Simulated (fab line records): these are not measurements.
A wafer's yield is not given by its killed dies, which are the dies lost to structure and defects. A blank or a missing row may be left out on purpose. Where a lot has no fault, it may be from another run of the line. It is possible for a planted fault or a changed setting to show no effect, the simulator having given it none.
Split-lot experiment | flow berkeley_cmos170 | 5 lots, 23 wafers read, on a route of 331 steps

## ABOUT THE SPLIT
At UCB170_SILICIDE_SPUTTER_01 (material Ti, target thk 30 nm, time 25 s), the setting power_w was moved away from the recipe's 1500 W on 8 of the 23 wafers read, by -10.9% to -9.9%. The other wafers ran this setting at the recipe's value.

## SPLIT TO READING: what lies between them in the file, 1 step
- UCB170_SILICIDE_RS_MEAS_02: measures by four-point-probe

## THE READING
SILICIDE_TI_THK, in nm, at UCB170_SILICIDE_THK_MEAS_03 (measures by xrf). A value of 29.5 nm with a standard deviation of 0.44 nm is what fault-free wafers of this fab line usually give.

wafer  | tool, chamber at the split | power_w as run, W | against the recipe | SILICIDE_TI_THK, nm | against lot-mates on the recipe
L076.1 | pvd_sputter-04, -          | 1351              | -9.9%              | 26.6                | -3.1
L076.2 | pvd_sputter-04, -          | 1500              | recipe             | 29.7                | -
L076.3 | pvd_sputter-04, -          | 1500              | recipe             | 29.8                | -
L076.5 | pvd_sputter-04, -          | 1351              | -9.9%              | 26.6                | -3.1
L076.6 | pvd_sputter-04, -          | 1351              | -9.9%              | 27.0                | -2.8
L078.1 | pvd_sputter-04, -          | 1336              | -10.9%             | 25.8                | -3.8
L078.3 | pvd_sputter-04, -          | 1500              | recipe             | 29.6                | -
L078.4 | pvd_sputter-04, -          | 1500              | recipe             | 29.6                | -
L078.5 | pvd_sputter-04, -          | 1336              | -10.9%             | 25.8                | -3.8
L078.6 | pvd_sputter-04, -          | 1500              | recipe             | 29.5                | -
L080.2 | pvd_sputter-03, -          | 1500              | recipe             | 29.9                | -
L080.3 | pvd_sputter-03, -          | 1500              | recipe             | 29.9                | -
L080.4 | pvd_sputter-03, -          | 1500              | recipe             | 30.4                | -
L080.5 | pvd_sputter-03, -          | 1500              | recipe             | 30.1                | -
L080.6 | pvd_sputter-03, -          | 1500              | recipe             | 30.4                | -
L081.4 | pvd_sputter-04, -          | 1500              | recipe             | 28.4                | -
L081.5 | pvd_sputter-04, -          | 1500              | recipe             | 28.3                | -
L081.6 | pvd_sputter-04, -          | 1500              | recipe             | 29.0                | -
L085.2 | pvd_sputter-01, -          | 1341              | -10.6%             | 26.0                | -3.1
L085.3 | pvd_sputter-01, -          | 1500              | recipe             | 28.8                | -
L085.4 | pvd_sputter-01, -          | 1341              | -10.6%             | 26.2                | -2.9
L085.5 | pvd_sputter-01, -          | 1341              | -10.6%             | 25.9                | -3.2
L085.6 | pvd_sputter-01, -          | 1500              | recipe             | 29.3                | -

THE FIT
A straight line over all 23 wafers: SILICIDE_TI_THK changes by +0.315 nm for each +1% of power_w; r = +0.95; the points scatter about the line by 0.56 nm.
The same after taking each lot's own level away (the mean of its wafers on the recipe; 23 wafers): +0.308 nm for each +1%; r = +0.99; scatter 0.25 nm.
On that fit, the largest move of power_w shifts the reading by 3.4 nm.
The span of the lots' own levels, 28.57 to 30.14 nm, comes to 3.6 times the standard deviation stated above.
So the lot-to-lot level changes the slope little: the two slopes agree.
Check: with one of the wafers moved furthest among these (-10.9%) left out of the fit, the line predicts -3.3 nm for it against its lot-mates. It came out at -3.77 nm against them.

## THE OTHER SPLITS THESE WAFERS WENT THROUGH
Note: prior to the reading, these wafers also went through further splits. Each is held against what the fit with the lots' levels taken away leaves over:
other split on the same wafers | wafers away from the commonest value | r with SILICIDE_TI_THK (lot level and that fit taken away)
UCB170_NSD_IMPLANT_08 dose_cm2 | 11                                   | -0.09
UCB170_SDANNEAL_RTA_00 time_s  | 5                                    | -0.03

## THE WHOLE CHAIN: every reading that the file lists as answering this split, in the file's order
step                        | what it does                             | reading                                                                           | change (the file's fit)              | r (the file's)
UCB170_SILICIDE_SPUTTER_01  | material Ti, target thk 30 nm, time 25 s | Ti_of_SILICIDE_SPUTTER_01.thk_nm (the simulator's own value, which no gauge read) | +0.31 nm for each +1% of the setting | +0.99
UCB170_SILICIDE_RS_MEAS_02  | measures by four-point-probe             | SILICIDE_TI_RS                                                                    | -0.366 for each +1% of the setting   | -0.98
UCB170_SILICIDE_THK_MEAS_03 | measures by xrf                          | SILICIDE_TI_THK                                                                   | +0.312 for each +1% of the setting   | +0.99

## FILE'S OWN FIT
SILICIDE_TI_THK changes by +0.312 nm for each +1% of power_w, r = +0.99.
